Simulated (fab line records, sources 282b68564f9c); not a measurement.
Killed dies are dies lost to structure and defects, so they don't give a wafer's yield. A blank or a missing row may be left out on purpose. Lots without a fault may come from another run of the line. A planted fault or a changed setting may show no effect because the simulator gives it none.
A struck lot beside a sound one | flow rit_cmos | 17 steps out of a route of 202
Sound: wafers L903.1, L903.5, L903.6. Struck: wafers L913.2, L913.4, L913.6. The cause comes at the end.
At each step with rows: each side's tool, then ch and its chambers, then its first start. Under that, the readings that differ: sound wafers | struck wafers | difference of the means | sigmas: that difference in standard deviations of wafers without a fault.
alike: readings whose means differ by less than 2 such deviations, and words and numbers that are the same on both sides. not compared: withheld readings, readings that some wafer has no value for, bounds like >300 that may hide the same value, and numbers for which the record gives no deviation and whose values overlap.
The two part at a step that has a row with sigmas, a row that says differs or no value, or rows on one side only. Numbers that don't overlap but have no deviation are shown without sigmas and don't part them. A reading that every wafer of one side lacks parts them only if that side has two wafers or more.

first, 1 step without rows for these wafers: RIT_PSD_IMPLANT_08.
RIT_PSD_STRIP_09: strips in O2, time 180 s.
  sound on plasma_asher-02 ch 0,1, day 3 13:59; struck on plasma_asher-03 ch 0,1, day 5 14:11
  alike: drypump_motor_current_A
  not compared: rf_hours_counter_h
RIT_PSD_TW_MEAS_10:
  sound on film_metro-02, day 3 14:10; struck on film_metro-02, day 5 14:22
  alike: PSD_TW
then, 3 steps without rows for these wafers: RIT_SDANNEAL_CLEAN_00 (cleans in SC1, time 587.1 s); RIT_SDANNEAL_CLEAN_01 (cleans in dHF, time 30 s); RIT_SDANNEAL_CLEAN_02 (cleans in SC2, time 600 s).
RIT_SDANNEAL_RTA_03: time 5 s.
  sound on rtp_anneal-02 ch 0, day 3 14:37; struck on rtp_anneal-02 ch 0, day 5 14:50
  alike: wafer_temp_C_max
RIT_SDANNEAL_RS_MEAS_04: measures by four-point-probe.
  sound on film_metro-03, day 3 14:40; struck on film_metro-03, day 5 14:53
  alike: PSD_RS
RIT_SDANNEAL_RS_MEAS_05: measures by four-point-probe.
  sound on film_metro-03, day 3 14:47; struck on film_metro-03, day 5 15:01
  alike: NSD_RS
RIT_SDANNEAL_RS_MEAS_06: measures by four-point-probe.
  sound on film_metro-03, day 3 14:55; struck on film_metro-03, day 5 15:08
  alike: PLDD_RS
RIT_SDANNEAL_RS_MEAS_07: measures by four-point-probe.
  sound on film_metro-03, day 3 15:02; struck on film_metro-03, day 5 15:15
  alike: NLDD_RS
then, 1 step without rows for these wafers: RIT_SILICIDE_WET_ETCH_00 (etches SiO2 in BOE, target depth 14 nm, time 15 s).
RIT_SILICIDE_SPUTTER_01: material Ti, target thk 30 nm, time 240 s.
  sound on pvd_sputter-02, day 3 15:10; struck on pvd_sputter-02, day 5 15:22
  reading                                     | sound          | struck            | difference | sigmas
  model.Ti_of_SILICIDE_SPUTTER_01.thk_nm (nm) | 30.97 30 30.53 | 40.06 40.88 40.75 | +10.06     |
  alike: throttle_valve_pct
RIT_SILICIDE_RS_MEAS_02: measures by four-point-probe.
  sound on film_metro-04, day 3 15:19; struck on film_metro-04, day 5 15:32
  reading                 | sound          | struck         | difference | sigmas
  SILICIDE_TI_RS (ohm/sq) | 45.9 47.9 46.8 | 33.4 32.6 32.8 | -13.9      | -16
RIT_SILICIDE_THK_MEAS_03: measures by xrf.
  sound on film_metro-04, day 3 15:26; struck on film_metro-04, day 5 15:39
  reading              | sound          | struck         | difference | sigmas
  SILICIDE_TI_THK (nm) | 30.6 29.7 30.1 | 39.5 40.4 40.1 | +9.9       | +21
RIT_SILICIDE_RTA_04: time 10 s, ramp up 5 s, ramp down 5 s.
  sound on rtp_anneal-01 ch 0, day 3 15:29; struck on rtp_anneal-02 ch 0, day 5 15:43
  alike: wafer_temp_C_max
RIT_M1_PROBE_99:
  sound on prober-01, day 3 22:23; struck on prober-01, day 5 22:14
  reading                              | sound             | struck            | difference | sigmas
  model.etest.npoly_line.line_ohm_um   | 169.7 171.3 169.4 | 152.6 149.5 153.3 | -18.3      |
  model.etest.ppoly_line.line_ohm_um   | 162.6 162 159.8   | 147.5 144.9 148.1 | -14.6      |
  model.etest.contact_pplus.end_ohm_um | 43.81 43.41 45.37 | 56.48 58.5 56.4   | +12.93     |
  model.etest.contact_nplus.end_ohm_um | 42.05 41.35 42.03 | 57.31 59.31 58.91 | +16.70     |
  model.etest.ppoly_line.width_nm (nm) | 99.81 100.6 100.8 | 93.36 93.79 92.78 | -7.09      |
  model.etest.npoly_line.width_nm (nm) | 98.83 100.2 99.99 | 92.83 93.51 92.14 | -6.85      |
  model.etest.npoly_line.rs_ohm_sq     | 16.64 17.05 16.82 | 14.18 13.93 13.94 | -2.82      |
  model.etest.ppoly_line.rs_ohm_sq     | 16.24 16.48 16.18 | 13.77 13.76 13.73 | -2.55      |
  alike: killed_at_M0_to_M3, killed_at_contacts, killed_at_front_end, killed_dies, killed_on_rim, killed_open, killed_short

WHERE THEY PART
First at RIT_SILICIDE_RS_MEAS_02; last, within this record, at RIT_SILICIDE_THK_MEAS_03. Later steps at which nothing parts them and some readings are alike: RIT_SILICIDE_RTA_04, RIT_M1_PROBE_99.

WHY: what the simulator had put in
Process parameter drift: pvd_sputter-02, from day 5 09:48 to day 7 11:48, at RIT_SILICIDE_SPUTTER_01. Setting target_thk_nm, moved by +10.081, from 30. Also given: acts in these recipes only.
